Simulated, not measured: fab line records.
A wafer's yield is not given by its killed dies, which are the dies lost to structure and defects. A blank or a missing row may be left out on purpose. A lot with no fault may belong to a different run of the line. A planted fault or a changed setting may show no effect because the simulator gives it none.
Which tool did it? -- flow berkeleyCmos170 -- Sampling: 15 lots, 45 wafers, 5 of 331 route steps

## WHAT THE GAUGES SHOWED, per wafer
UCB170_NSD_CD_MEAS_06: the cd target is 1200 nm.
lot,measured,on,cdNm (nm)
L590,day 7 10:04,cdSem-01,1200.5 1200.6 1200.0
L591,day 7 11:32,cdSem-01,1199.5 1199.2 1199.7
L592,day 8 03:55,cdSem-01,1199.6 1199.1 1200.2
L593,day 8 13:28,cdSem-01,- - -
L594,day 8 13:40,cdSem-01,- - -
L595,day 8 20:44,cdSem-01,- - -
L599,day 9 10:05,cdSem-01,1197.7 1198.9 1199.1
L603,day 10 23:13,cdSem-01,1199.9 1199.7 1200.3
L606,day 11 09:32,cdSem-01,1199.1 1198.7 1197.1
L607,day 11 10:08,cdSem-01,1199.3 1197.7 1198.7
L605,day 11 09:47,cdSem-01,1202.4 1199.0 1198.5
L608,day 11 10:22,cdSem-01,1199.5 1200.2 1199.7
L609,day 12 03:57,cdSem-01,1198.9 1199.1 1199.9
L612,day 12 23:49,cdSem-01,1198.6 1199.2 1198.5
L611,day 13 00:16,cdSem-01,1202.0 1201.8 1200.9

UCB170_NSD_TW_MEAS_10.
lot,measured,on,NSD_TW
L590,day 7 10:28,filmMetro-01,4175 4196 4199
L591,day 7 11:56,filmMetro-02,4112 4113 4113
L592,day 8 04:19,filmMetro-04,4194 4225 4219
L593,day 8 13:51,filmMetro-01,4176 4184 4184
L594,day 8 14:04,filmMetro-02,4123 4125 4106
L595,day 8 21:08,filmMetro-04,4230 4238 4220
L599,day 9 10:29,filmMetro-04,4242 4248 4253
L603,day 10 23:37,filmMetro-02,4164 4124 4141
L606,day 11 09:56,filmMetro-01,4188 4217 4196
L607,day 11 10:32,filmMetro-04,4204 4219 4252
L605,day 11 10:11,filmMetro-02,4151 4161 4142
L608,day 11 10:46,filmMetro-02,4120 4129 4116
L609,day 12 04:21,filmMetro-04,4246 4240 4257
L612,day 13 00:13,filmMetro-01,4195 4198 4211
L611,day 13 00:39,filmMetro-02,4112 4111 4123

UCB170_CONTACT_OVL_MEAS_16.
lot,measured,on,CONTACT_OVL (nm)
L590,day 7 17:02,overlay-01,2 4 -4
L591,day 7 22:07,overlay-02,2 6 4
L592,day 8 11:25,overlay-02,5 2 2
L593,day 8 23:54,overlay-02,7 11 4
L594,day 9 00:17,overlay-01,-2 -12 -3
L595,day 9 03:52,overlay-01,3 1 5
L599,day 9 18:28,overlay-02,-5 1 -5
L603,day 11 07:04,overlay-01,2 1 8
L606,day 11 16:05,overlay-02,-4 -1 2
L607,day 11 17:34,overlay-02,-10 2 -5
L605,day 11 17:12,overlay-01,-3 8 1
L608,day 11 18:06,overlay-01,4 7 0
L609,day 12 13:33,overlay-01,0 -7 -7
L612,day 13 09:00,overlay-02,0 1 -10
L611,day 13 09:38,overlay-01,-8 -11 -1

## WHAT TOOL EACH LOT RAN ON (gives the tool, then ch and the chambers of the sampled wafers, and finally the start)
lot,UCB170_GATE_STRIP_16,UCB170_NSD_COAT_01
L590,"plasmaAsher-02 ch 0,1, day 6 16:45","lithoTrack-03 ch 0, day 7 09:23"
L591,"plasmaAsher-02 ch 1, day 6 17:35","lithoTrack-03 ch 0, day 7 09:51"
L592,"plasmaAsher-01 ch 0,1, day 7 12:06","lithoTrack-04 ch 0, day 8 02:56"
L593,"plasmaAsher-01 ch 0,1, day 7 22:23","lithoTrack-03, day 8 12:19"
L594,"plasmaAsher-02 ch 0,1, day 7 22:43","lithoTrack-02, day 8 12:29"
L595,"plasmaAsher-03 ch 0,1, day 8 04:31","lithoTrack-03, day 8 19:26"
L599,"plasmaAsher-02 ch 0,1, day 8 12:57","lithoTrack-02 ch 0, day 9 08:43"
L603,"plasmaAsher-01 ch 0,1, day 10 04:11","lithoTrack-03 ch 0, day 10 21:44"
L606,"plasmaAsher-03 ch 0,1, day 10 18:17","lithoTrack-02 ch 0, day 11 08:28"
L607,"plasmaAsher-02 ch 0,1, day 10 19:03","lithoTrack-02 ch 0, day 11 08:54"
L605,"plasmaAsher-01 ch 0,1, day 10 19:10","lithoTrack-03 ch 0, day 11 08:46"
L608,"plasmaAsher-03 ch 1, day 10 19:32","lithoTrack-02 ch 0, day 11 09:21"
L609,"plasmaAsher-01 ch 0,1, day 11 14:46","lithoTrack-03 ch 0, day 12 03:16"
L612,"plasmaAsher-02 ch 0,1, day 12 06:11","lithoTrack-02 ch 0, day 12 22:31"
L611,"plasmaAsher-01 ch 0, day 12 06:19","lithoTrack-04 ch 0, day 12 23:10"
- UCB170_GATE_STRIP_16: strips in O2.
- UCB170_NSD_COAT_01: resist thk 900 nm.

## AS READ BY THE TOOLS THEMSELVES (means over the sampled wafers that have a number; for cases with no such wafer, the mark the record gives instead)
UCB170_GATE_STRIP_16.
lot,tool,drypumpMotorCurrentA (A),o2FlowSccm (sccm),oesProductAu (a.u.)
L590,plasmaAsher-02,5.9,401.4,0.725
L591,plasmaAsher-02,5.7,400.7,0.721
L592,plasmaAsher-01,5.9,398.1,0.726
L593,plasmaAsher-01,5.9,402.0,0.721
L594,plasmaAsher-02,6.2,399.9,0.721
L595,plasmaAsher-03,5.8,399.2,0.730
L599,plasmaAsher-02,6.2,400.4,0.726
L603,plasmaAsher-01,5.8,400.3,0.722
L606,plasmaAsher-03,5.8,400.1,0.726
L607,plasmaAsher-02,5.9,400.4,0.727
L605,plasmaAsher-01,6.0,400.2,0.726
L608,plasmaAsher-03,4.8,399.9,0.723
L609,plasmaAsher-01,6.0,400.1,0.723
L612,plasmaAsher-02,6.2,402.1,0.721
L611,plasmaAsher-01,5.8,401.0,0.722

UCB170_NSD_COAT_01.
lot,tool,chillPlateTempC (C),dispensePressureKPa (kPa),spinSpeedRpm (rpm)
L590,lithoTrack-03,22.98,45,1499.4
L591,lithoTrack-03,23.07,45,1499.9
L592,lithoTrack-04,22.92,59,1499.8
L593,lithoTrack-03,-,-,-
L594,lithoTrack-02,-,-,-
L595,lithoTrack-03,-,-,-
L599,lithoTrack-02,23.02,43,1499.4
L603,lithoTrack-03,23.04,46,1499.3
L606,lithoTrack-02,23.05,43,1500.3
L607,lithoTrack-02,22.97,43,1500.3
L605,lithoTrack-03,22.92,45,1500.0
L608,lithoTrack-02,22.95,43,1500.1
L609,lithoTrack-03,22.97,45,1500.3
L612,lithoTrack-02,23.15,43,1499.2
L611,lithoTrack-04,23.13,59,1499.9

## THE ANSWER, worked out from the rows above alone
Rule: the lots themselves supply what counts as usual. The widest of any qualifying gaps counts: lots, ordered by their means at a reading, are off when they make up no more than a third of the lots, leave a main group of 4 or more, and stand apart from it by 3 or more times the standard deviation of that group's means. Not used: any main group whose means are identical at the precision the tables above print for the reading. Also off: a lot with no number at a reading for which 4 or more lots have one. All remaining lots with rows at the step are treated as sound. After the gauges, taken in route order, come the tools' own readings; for these a lot's mean is taken, as printed above. The first step at which some lot is off is used, and at that step the reading that is off furthest; a lot without a number counts as furthest.
Off, at UCB170_NSD_CD_MEAS_06 on cdNm: L593, L594, L595. Without a number there: L593, L594, L595. Mean 1199.5 nm and standard deviation 0.88 in the main group.
If a tool, at a process step before that reading, ran all the lots that are off and no sound lot after the first of them, it fits. The gauges at UCB170_NSD_CD_MEAS_06 aren't tried: what is off there is off at UCB170_NSD_COAT_01 too, on other tools, and a gauge's error can't cause that. None of those tried fits.

## WHAT THE SIMULATOR HAD PUT IN
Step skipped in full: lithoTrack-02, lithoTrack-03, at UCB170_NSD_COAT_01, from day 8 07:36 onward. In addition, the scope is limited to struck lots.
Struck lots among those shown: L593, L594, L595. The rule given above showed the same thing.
